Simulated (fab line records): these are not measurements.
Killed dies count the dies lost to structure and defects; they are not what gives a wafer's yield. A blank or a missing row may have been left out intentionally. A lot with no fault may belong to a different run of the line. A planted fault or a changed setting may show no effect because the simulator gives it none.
Which tool was responsible? | flow berkeley cmos170 | 7 lots, 21 wafers sampled, at 2 steps of a route of 331

== WHAT THE GAUGES READ, wafer by wafer ==
UCB170_SDANNEAL_RS_MEAS_05: measures by four-point-probe.
lot  | measured     | on            | NLDD_RS (ohm/sq)
L356 | day 6 14:47  | film metro-02 | 616.0 615.5 614.9
L358 | day 7 07:19  | film metro-02 | 615.9 617.1 615.8
L361 | day 7 21:05  | film metro-01 | 616.8 618.2 617.4
L365 | day 8 20:31  | film metro-01 | 617.2 617.0 617.4
L368 | day 9 13:57  | film metro-01 | 641.8 639.9 641.4
L372 | day 10 06:00 | film metro-01 | 642.9 645.6 644.2
L379 | day 11 09:26 | film metro-01 | 618.1 619.6 618.7

== WHAT TOOL EACH LOT RAN ON (gives the tool, then ch and the chambers of the sampled wafers, and finally the start) ==
lot  | UCB170_NLDD_IMPLANT_09
L356 | implanter-03 ch 0, day 6 03:46
L358 | implanter-04 ch 0, day 6 17:47
L361 | implanter-03 ch 0, day 7 07:58
L365 | implanter-03 ch 0, day 8 06:25
L368 | implanter-03 ch 0, day 9 02:16
L372 | implanter-03 ch 0, day 9 20:55
L379 | implanter-04 ch 0, day 10 22:39
- UCB170_NLDD_IMPLANT_09

== THE ANSWER, worked out from the rows above alone ==
Rule: what is usual is taken from the lots themselves. Put in order of their means at a reading, lots are off if they are a third of the lots or fewer, leave a main group of 4 or more, and stand apart from it by a gap of 3 or more times the standard deviation of the main group's means; of several such gaps the widest counts. The tables above print the reading to a certain number of digits; a main group whose means all agree to those digits is not used. A lot without any number at a reading at which 4 lots or more have one is off too. Where the step has rows for the other lots, those lots are counted as sound.
Off: L368, L372, seen at UCB170_SDANNEAL_RS_MEAS_05 (NLDD_RS). Main group: mean 617.0 ohm/sq, sd 1.1.
A tool fits if, at a process step before that reading, it ran every lot that is off, and no sound lot after the first of them. Gauges at UCB170_SDANNEAL_RS_MEAS_05: tried the same way as those tools. One candidate fits, namely implanter-03 at UCB170_NLDD_IMPLANT_09. A fault onset in the window from L365 (day 8 06:25, its last sound lot) to L368 (day 9 02:16, its first lot off) fits.

== WHAT THE SIMULATOR HAD PUT IN ==
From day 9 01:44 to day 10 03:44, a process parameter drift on implanter-03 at UCB170_NLDD_IMPLANT_09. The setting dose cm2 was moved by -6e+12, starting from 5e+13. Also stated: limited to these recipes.
Struck lots among those shown: L368, L372. The same result came from the rule above.
